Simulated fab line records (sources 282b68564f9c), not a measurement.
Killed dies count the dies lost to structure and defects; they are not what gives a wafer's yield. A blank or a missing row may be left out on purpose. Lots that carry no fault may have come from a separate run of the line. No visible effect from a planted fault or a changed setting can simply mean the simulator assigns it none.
Which of the tools did it? | flow rit-cmos | Sampling: 13 lots, 39 wafers, 2 of 202 route steps

WHAT THE GAUGES SHOWED, per wafer
RIT_FOX2_THK_MEAS_91. Usual: FIELD_OXIDE_LEFT_2_THK typically reads 253 nm, with standard deviation 6.
lot  | measured    | on            | FIELD_OXIDE_LEFT_2_THK (nm) | flag
L625 | day 2 10:13 | film-metro-04 | 256 259 248                 |
L626 | day 2 16:10 | film-metro-04 | 255 265 255                 |
L628 | day 3 07:20 | film-metro-04 | 256 248 252                 |
L633 | day 4 01:22 | film-metro-04 | 226 223 228                 | OFF
L639 | day 5 05:59 | film-metro-02 | 246 241 242                 |
L641 | day 5 16:41 | film-metro-02 | 257 253 255                 |
L642 | day 5 21:33 | film-metro-04 | 255 245 254                 |
L643 | day 6 03:22 | film-metro-04 | 249 255 250                 |
L644 | day 6 06:58 | film-metro-04 | 251 247 252                 |
L645 | day 6 12:34 | film-metro-01 | 252 247 256                 |
L646 | day 6 16:29 | film-metro-01 | 254 254 260                 |
L647 | day 6 22:34 | film-metro-01 | 257 257 264                 |
L648 | day 7 02:43 | film-metro-02 | 262 260 262                 |

EACH LOT AND THE TOOL THAT RAN IT (in order: tool; ch and the chambers of the sampled wafers; start)
lot  | RIT_GATE_CLEAN_04
L625 | wet-bench-03 ch 3, day 2 10:11
L626 | wet-bench-01 ch 0, day 2 16:07
L628 | wet-bench-01 ch 2, day 3 07:18
L633 | wet-bench-01 ch 2, day 4 01:21
L639 | wet-bench-03 ch 0, day 5 05:58
L641 | wet-bench-03 ch 0, day 5 16:40
L642 | wet-bench-04 ch 2, day 5 21:30
L643 | wet-bench-03 ch 0, day 6 03:20
L644 | wet-bench-03 ch 1, day 6 06:54
L645 | wet-bench-04 ch 1, day 6 12:33
L646 | wet-bench-03 ch 3, day 6 16:28
L647 | wet-bench-04 ch 1, day 6 22:32
L648 | wet-bench-03 ch 0, day 7 02:41
- RIT_GATE_CLEAN_04: cleans in dHF, time 60 s.

WHAT THE TOOLS THEMSELVES READ (means of the sampled wafers that have a number; where no wafer has one, the mark that the record gives instead)
RIT_GATE_CLEAN_04. Usual: run-length-s reads 89 s (standard deviation 3.5).
lot  | tool         | run-length-s (s) | flag
L625 | wet-bench-03 | 93               |
L626 | wet-bench-01 | 94               |
L628 | wet-bench-01 | 88               |
L633 | wet-bench-01 | 328              | OFF
L639 | wet-bench-03 | 96               |
L641 | wet-bench-03 | 94               |
L642 | wet-bench-04 | 85               |
L643 | wet-bench-03 | 88               |
L644 | wet-bench-03 | 85               |
L645 | wet-bench-04 | 88               |
L646 | wet-bench-03 | 86               |
L647 | wet-bench-04 | 87               |
L648 | wet-bench-03 | 89               |

THE ANSWER, worked out from the rows above alone
Rule: take the mean of a lot's wafers that have a number; if it is more than 3 standard deviations from the usual mean, the lot is off. Also off: a lot with no number at a reading for which 4 or more lots have one. Where the step has rows for the other lots, those lots are counted as sound. Order of review: gauges by route order, followed by the tools' own readings, for which a lot's mean as printed above is used. The first step at which some lot is off is used, and at that step the reading that is off furthest; a lot without a number counts as furthest.
Off: L633, at RIT_FOX2_THK_MEAS_91 (FIELD_OXIDE_LEFT_2_THK).
If a tool, at a process step before that reading, ran all the lots that are off and no sound lot after the first of them, it fits. The gauges at RIT_FOX2_THK_MEAS_91 aren't tried: what is off there is off at RIT_GATE_CLEAN_04 too, on other tools, and a gauge's error can't cause that. One fits: wet-bench-01 at RIT_GATE_CLEAN_04. A fault onset in the window from L628 (day 3 07:18, its last sound lot) to L633 (day 4 01:21, its first lot off) fits.
On the lots that are off, the tool's own readings at RIT_GATE_CLEAN_04 differ by more than 5 times the standard deviation of the sound lots' means, which bears it out; run-length-s reads 328 s there versus 89 s on the sound lots.

WHAT THE SIMULATOR HAD PUT IN
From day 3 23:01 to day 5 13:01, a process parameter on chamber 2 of wet-bench-01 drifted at RIT_GATE_CLEAN_04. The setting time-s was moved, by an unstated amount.
Shown lots that were struck: L633. The rule given above showed the same thing.
